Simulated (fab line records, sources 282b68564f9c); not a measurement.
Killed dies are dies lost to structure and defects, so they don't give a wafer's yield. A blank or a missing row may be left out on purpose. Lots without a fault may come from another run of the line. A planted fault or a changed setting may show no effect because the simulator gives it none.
fab line records | flow rit_cmos
record lots=5 wafers=15 last_day=7
route steps=202 shown GATE@94 REOX@98 NLDD@103 M1@202
lots that met no fault: from a run of the same line without faults
start_h: hours from the record's first day to the start of the lot's first wafer shown | wait_h: hours since the lot's step before | " the same as in the row above | L1.1+2: a row that stands for several wafers | - no value, or no start given | * or withheld: withheld | < > ~ a bound
route shown NAME@n: a module of which the file shows steps, and the number in the route of the first | usual: mean/standard deviation of fault-free wafers | same: alike in all rows | chamber/n: place in a boat | sites: the reading at each site | _std_site: their standard deviation | _edge_site: outer sites' mean less inner sites' | radius_mm: how far each site lies from the wafer's centre | mask NAME#n: copy n | behind: the tool/chamber that last shaped the wafer | hold: why the lot was held/for how many hours/how that ended | device: the transistor (n, p or np) that didn't switch | end of line: the same wafers' tests at the end of the route | a step without rows: its recipe alone | killed: dies lost to structure and defects at the first sort, not the wafer's yield | map: a wafer's dies, x killed, . not, _ none there
set.NAME: the setting as run; set.NAME@STEP: as run at that earlier step | model.NAME: the simulator's own value behind a step, which no gauge read
lots at some steps of the route; a table a step, a row a wafer
services: from which hour (start_h, from the record's first day; less than 0 if before it) a tool's chamber was out of use, for how many hours, and why
## steps
# step RIT_GATE_HARDBAKE_18
# recipe resist=NOVOLAK temp_c=140 time_s=60
# step RIT_GATE_ETCH_19
# recipe chemistry=SF6/CHF3/O2 time_s=165 SF6_flow_sccm=30 CHF3_flow_sccm=30 O2_flow_sccm=5 target=poly-Si pressure_mtorr=40 rf_w=160 target_depth_a=3125 over_etch_frac=0.25 stop_on=SiO2
# usual drypump_motor_current_A=5.9/0.37 oes_product_au=0.858/0.0097 throttle_valve_pct=10.25/0.15
# columns lot.wafer tool chamber start_h wait_h drypump_motor_current_A oes_product_au rf_hours_counter_h throttle_valve_pct
L980.2 rie_si-02 1 67.47 0.1 6.2 0.856 93 10.20
L980.3 " 3 " " 5.8 0.844 6 10.50
L980.6 " 1 " " 6.2 0.854 - 10.19
L981.2 rie_si-01 1 71.54 0.1 5.2 0.873 2 10.27
L981.3 " 3 " " 6.0 0.850 91 10.19
L981.5 " 0 " " 6.1 0.837 - 10.44
L982.2 rie_si-02 2 78.10 0.1 6.3 0.866 1 10.17
L982.3 " 0 " " 5.3 0.855 4 10.31
L982.6 " 0 " " 5.3 0.856 - 10.32
L991.2 rie_si-01 3 121.00 0.1 6.0 0.850 91 10.19
L991.4 " 2 " " 6.0 0.877 125 10.00
L991.5 " 0 " " 6.1 0.849 - 10.45
L997.3 rie_si-01 2 151.29 0.1 6.0 0.866 125 10.01
L997.4 " 0 " " 6.1 0.845 117 10.44
L997.6 " 3 " " 6.0 0.846 - 10.19
# step RIT_GATE_STRIP_20
# recipe chemistry=O2 time_s=180 resist=NOVOLAK platen_temp_c=withheld power_w=500 pressure_mtorr=4000 o2_flow_sccm=4000
# usual drypump_motor_current_A=5.5/0.37
# columns lot.wafer tool chamber start_h wait_h drypump_motor_current_A rf_hours_counter_h
L980.2 plasma_asher-03 0 67.58 0.1 5.8 45
L980.3 " 1 " " 5.4 -
L980.6 " 0 " " 5.8 -
L981.2 plasma_asher-03 0 71.65 0.1 5.9 45
L981.3 " 1 " " 5.4 -
L981.5 " 1 " " 5.4 -
L982.2 plasma_asher-03 0 78.21 0.1 5.8 46
L982.3 " 0 " " 5.8 -
L982.6 " 1 " " 5.4 -
L991.2 plasma_asher-04 0 121.11 0.1 4.9 34
L991.4 " 1 " " 5.6 -
L991.5 " 0 " " 4.9 -
L997.3 plasma_asher-04 1 151.46 0.1 5.5 -
L997.4 " 0 " " 4.9 -
L997.6 " 0 " " 4.9 -
# step RIT_GATE_CD_MEAS_90
# recipe target_cd_nm=150
# usual cd_nm=149.6/2.5
# columns lot.wafer tool chamber start_h wait_h cd_nm
L980.2 cd_sem-01 - 67.77 0.1 150.2
L980.3 " - " " 148.9
L980.6 " - " " 150.1
L981.2 cd_sem-01 - 71.89 0.2 151.2
L981.3 " - " " 149.1
L981.5 " - " " 146.7
L982.2 cd_sem-01 - 78.41 0.1 149.2
L982.3 " - " " 150.0
L982.6 " - " " 148.9
L991.2 cd_sem-02 - 121.30 0.1 144.5
L991.4 " - " " 148.7
L991.5 " - " " 149.0
L997.3 cd_sem-02 - 151.61 0.1 152.0
L997.4 " - " " 153.7
L997.6 " - " " 153.5
# step RIT_REOX_CLEAN_00
# recipe chemistry=SC1 mix=3:3:50 time_s=600 temp_c=75
# step RIT_REOX_CLEAN_01
# recipe chemistry=dHF dilution=50:1 time_s=30
# step RIT_REOX_CLEAN_02
# recipe chemistry=SC2 mix=3:3:50 time_s=588.2 temp_c=75 dry=n2_spin
# step RIT_REOX_OXIDATION_03
# recipe temp_c=900 ambient=O2 target_thk_a=252 ox_time_s=5580
# step RIT_REOX_THK_MEAS_04
# recipe reads=SiO2_of_REOX_OXIDATION_03
# usual REOX_OXIDE_THK=25.2/0.58
# columns lot.wafer tool chamber start_h wait_h REOX_OXIDE_THK[nm]
L980.2 film_metro-04 - 70.88 0.0 25.1
L980.3 " - " " 25.4
L980.6 " - " " 25.5
L981.2 film_metro-01 - 74.92 0.0 25.4
L981.3 " - " " 25.6
L981.5 " - " " 25.7
L982.2 film_metro-01 - 81.47 0.0 25.7
L982.3 " - " " 25.7
L982.6 " - " " 25.4
L991.2 film_metro-04 - 124.38 0.0 25.3
L991.4 " - " " 25.9
L991.5 " - " " 25.6
L997.3 film_metro-01 - 154.63 0.0 26.2
L997.4 " - " " 26.0
L997.6 " - " " 26.2
# step RIT_NLDD_HMDS_00
# recipe prime_time_s=60 prime_temp_c=140
# step RIT_NLDD_COAT_01
# recipe resist=NOVOLAK spin_rpm=3250 resist_thk_nm=1000
# step RIT_NLDD_SOFTBAKE_02
# recipe resist=NOVOLAK temp_c=90 time_s=60
# step RIT_NLDD_EXPOSE_03
# recipe mask_id=M7 na=0.57 target_cd_nm=40700 dose_mj=250
# usual focus_offset_nm=0.1/0.54
# columns lot.wafer tool chamber start_h wait_h mask focus_offset_nm
L980.2 iline_stepper-02 0 71.55 0.2 M7#0 0.7
L980.3 " 0 " " M7#0 0.0
L980.6 " 0 " " M7#0 -1.0
L981.2 iline_stepper-02 0 75.44 0.1 M7#0 0.4
L981.3 " 0 " " M7#0 0.0
L981.5 " 0 " " M7#0 -0.4
L982.2 iline_stepper-02 0 81.99 0.1 M7_R1#0 -0.1
L982.3 " 0 " " M7_R1#0 -0.4
L982.6 " 0 " " M7_R1#0 0.4
L991.2 iline_stepper-01 0 125.02 0.2 M7#0 0.8
L991.4 " 0 " " M7#0 -0.3
L991.5 " 0 " " M7#0 0.7
L997.3 iline_stepper-01 0 155.16 0.1 M7#0 0.1
L997.4 " 0 " " M7#0 0.0
L997.6 " 0 " " M7#0 -0.5
# step RIT_NLDD_PEB_04
# recipe resist=NOVOLAK temp_c=withheld time_s=withheld
# step RIT_M1_PROBE_99
# usual killed_at_contacts=0.1/0.24 killed_at_front_end=7.1/2.8 killed_dies=7.2/2.8 killed_open=3.6/2.1 killed_short=3.6/1.9
# same gross_dies=264 killed_at_M0_to_M3=0 killed_at_M4_up=0 killed_at_back_side=0 killed_at_other=0
# columns lot.wafer tool chamber start_h wait_h killed_at_contacts killed_at_front_end killed_dies killed_open killed_short model.etest.nldd.width_nm
L980.2 prober-01 - 87.61 0.1 0 4 4 1 3 3169
L980.3 prober-01 - 87.66 0.2 0 3 3 2 1 3171
L980.6 prober-01 - 87.81 0.2 0 4 4 2 2 3155
L981.2 prober-02 - 91.11 0.1 0 8 8 4 4 3163
L981.3 prober-02 - 91.16 0.2 0 7 7 5 2 3153
L981.5 prober-02 - 91.26 0.2 0 4 4 3 1 3146
L982.2 prober-01 - 97.84 0.1 0 3 3 1 2 3108
L982.3 prober-01 - 97.89 0.2 0 6 6 3 3 3102
L982.6 prober-01 - 98.04 0.2 0 9 9 4 5 3097
L991.2 prober-01 - 142.25 0.1 0 4 4 3 1 3165
L991.4 prober-01 - 142.35 0.2 0 11 11 5 6 3162
L991.5 prober-01 - 142.40 0.2 0 9 9 5 4 3147
L997.3 prober-02 - 178.77 0.2 1 7 8 6 2 3132
L997.4 prober-02 - 178.82 0.2 0 13 13 8 5 3158
L997.6 prober-02 - 178.92 0.2 0 7 7 4 3 3166
# killed by level:class
L980.2 REOX:geometric_particle:short=2 GATE:geometric_particle:open=1 GATE:geometric_particle:short=1
L980.3 FOX1:geometric_particle:open=1 FOX1:geometric_particle:short=1 GATE:geometric_particle:open=1
L980.6 FOX1:geometric_particle:short=2 FOX2:geometric_particle:open=1 GATE:geometric_particle:open=1
L981.2 FOX1:geometric_particle:short=2 GATE:geometric_particle:short=2 GATE:geometric_particle:open=2 SPACER:geometric_particle:open=2
L981.3 REOX:geometric_particle:open=3 FOX1:geometric_particle:short=2 FOX1:geometric_particle:open=1 GATE:geometric_particle:open=1
L981.5 GATE:geometric_particle:open=2 FOX1:geometric_particle:open=1 SILICIDE:geometric_particle:short=1
L982.2 SILICIDE:geometric_particle:short=2 FOX2:geometric_particle:open=1
L982.3 FOX1:geometric_particle:short=1 FOX2:geometric_particle:short=1 FOX2:geometric_particle:open=1 GATE:geometric_particle:open=1 SPACER:geometric_particle:open=1 SILICIDE:geometric_particle:short=1
L982.6 GATE:geometric_particle:open=3 FOX2:geometric_particle:short=2 GATE:geometric_particle:short=2 REOX:geometric_particle:open=1 SILICIDE:geometric_particle:short=1
L991.2 FOX1:geometric_particle:short=1 FOX1:geometric_particle:open=1 FOX2:geometric_particle:open=1 GATE:geometric_particle:open=1
L991.4 FOX2:geometric_particle:short=3 GATE:geometric_particle:open=2 FOX1:geometric_particle:open=1 FOX2:geometric_particle:open=1 GATE:geometric_particle:short=1 REOX:geometric_particle:short=1 SILICIDE:geometric_particle:open=1 SILICIDE:geometric_particle:short=1
L991.5 GATE:geometric_particle:open=3 SPACER:geometric_particle:short=2 FOX2:geometric_particle:short=1 GATE:geometric_particle:short=1 REOX:geometric_particle:open=1 SPACER:geometric_particle:open=1
L997.3 FOX2:geometric_particle:open=2 SPACER:geometric_particle:open=2 FOX1:geometric_particle:short=1 GATE:geometric_particle:short=1 GATE:geometric_particle:open=1 CONTACT:geometric_particle:open=1
L997.4 FOX2:geometric_particle:open=4 FOX1:geometric_particle:short=2 GATE:geometric_particle:short=2 GATE:geometric_particle:open=2 REOX:geometric_particle:open=2 FOX2:geometric_particle:short=1
L997.6 ACTIVE:geometric_particle:open=1 FOX1:geometric_particle:open=1 GATE:geometric_particle:open=1 GATE:geometric_particle:short=1 SPACER:geometric_particle:short=1 SILICIDE:geometric_particle:short=1 SILICIDE:geometric_particle:open=1
## services
# columns tool chamber start_h hours kind
plasma_asher-04 - 55.52 12.9 repair
iline_stepper-01 - 57.26 2.1 pm
iline_stepper-01 - 59.34 - consumable_replace:lamp
plasma_asher-03 - 96.68 6.2 repair
rie_si-01 3 105.46 6.6 repair
rie_si-02 - 112.90 0.1 repair
plasma_asher-03 - 147.66 7.8 repair
## key
first_sign step=RIT_NLDD_EXPOSE_03 reading=mask direction=changed
effect none on later readings
model_effect step=RIT_M1_PROBE_99 value=etest.nldd.width_nm without=3178 struck=3103
met_at RIT_NLDD_EXPOSE_03
struck_wafers L982.2,L982.3,L982.6
tester_left_out L982
onset_between 75.44 81.99
fault kind=wrong_mask tool=any chamber=- onset_h=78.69 steps=RIT_NLDD_EXPOSE_03 aux_copy=M7_R1#0 cd_offset_nm=-220 scope=struck_lots_only
# tester_left_out: of these lots the tester's yield and bins aren't shown, on N5 and GAA mostly nor the transistor test; their killed dies are dies lost to structure and defects alone, not to doping, threshold or leakage, so they don't give the yield
